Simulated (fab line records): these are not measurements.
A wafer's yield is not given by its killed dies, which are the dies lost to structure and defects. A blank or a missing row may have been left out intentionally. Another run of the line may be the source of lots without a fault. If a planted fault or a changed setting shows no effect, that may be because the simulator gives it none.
8D (eight disciplines) problem report, filled in by code ; flow berkeley_cmos170 ; the parts of the form that need people (team, actions taken, sign-off) are left out

## 1. PROBLEM STATEMENT
Mean SILICIDE_TI_RS at UCB170_SILICIDE_RS_MEAS_02: 27.66 ohm/sq over 2 wafers in 2 lots; fault-free wafers: 26.04 ohm/sq, standard deviation 0.29. That puts it +5.6 standard deviations away from the usual mean.
The step: measures by four-point-probe.
First observed at day 8 05:56: wafer L881.5, on film_metro-02. The record has a number at this step for 42 wafers belonging to 14 lots. By rule, "out" or "out of limits" means more than 4 standard deviations away from the usual mean. The other wafers with a number count as sound.

## 2. WHAT IT IS; WHAT IT IS NOT
question;is;is not
which readings at this step;SILICIDE_TI_RS;-
which lots;L881, L883;L872, L873, L875, L876, L880, L882, L886, L887, L891, L892, L894, L895
which wafers of those lots;L881.5, L883.6;L881.2, L881.6, L883.1, L883.4
read on which gauges;film_metro-02;film_metro-01, film_metro-03
when;from day 8 05:56;"up to then (17 sound wafers); but 23 sound wafers of L882, L883, L886, L887, L891, L892, L894, L895 came after"

## 3. THE SUSPECTS, EACH WITH WHAT RULES IT OUT
Counting: a tool at a process step up to the reading stays a suspect if it ran every lot that is out. Sound lots after the first of them don't rule it out here, since some wafers of a struck lot are sound.
- the gauge at UCB170_SILICIDE_RS_MEAS_02 is ruled out. All the wafers that are out were read on film_metro-02, but those of them that UCB170_SILICIDE_SPUTTER_01 has rows for are out there too, on other tools.
- pvd_sputter-02 at UCB170_SILICIDE_SPUTTER_01 (material Ti, target thk 30 nm, time 25 s): kept. It ran every lot that is out, first L881 (day 8 05:53); its last sound lot up to then is L875 (day 6 21:31). Out on those wafers are its own readings of chamber_pressure_pa.
After counting, what remains is pvd_sputter-02 at UCB170_SILICIDE_SPUTTER_01.

## 4. THE CAUSE (what the simulator had put in)
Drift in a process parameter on pvd_sputter-02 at UCB170_SILICIDE_SPUTTER_01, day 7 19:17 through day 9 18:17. The setting chamber_pressure_pa was moved by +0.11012, starting from 0.5. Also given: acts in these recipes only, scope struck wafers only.
Only this tool survived the counting.

## 5. SEQUENCE OF EFFECTS, ordered by route
Each row: a reading whose mean over the struck wafers that have a number lies more than 3 standard deviations from the usual. Readings are gone through only where the record gives a usual standard deviation; hours: the median, over the lots, of the time from a lot's start at the first step in this table giving one to that lot's start at this step; sigmas: the change measured in usual standard deviations.
hours;step;reading;usual;on struck wafers;change;sigmas
0;UCB170_SILICIDE_SPUTTER_01;chamber_pressure_pa;0.5001 Pa;0.6116;+0.1115;+99 or more
0;UCB170_SILICIDE_RS_MEAS_02;SILICIDE_TI_RS;26.04 ohm/sq;27.66;+1.62;+5.6
0;UCB170_SILICIDE_THK_MEAS_03;SILICIDE_TI_THK;30.93 nm;29.70;-1.23;-4.3
Process steps it contains:
- UCB170_SILICIDE_SPUTTER_01: material Ti, target thk 30 nm, time 25 s.

## 6. WHAT WOULD HAVE CAUGHT IT SOONER
11 hours passed between the start of the fault at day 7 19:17 and the first reading out of limits at a measuring or inspecting step in this record, taken at day 8 05:56.
Tool's own readings at UCB170_SILICIDE_SPUTTER_01, chamber_pressure_pa: out on all struck wafers the step has rows for; an alarm limit on them would have tripped on the first.
Of the lots that are out (2), L883 began UCB170_SILICIDE_SPUTTER_01 on pvd_sputter-02 after day 8 05:56. Had the tool been put on hold then, it would have been spared.
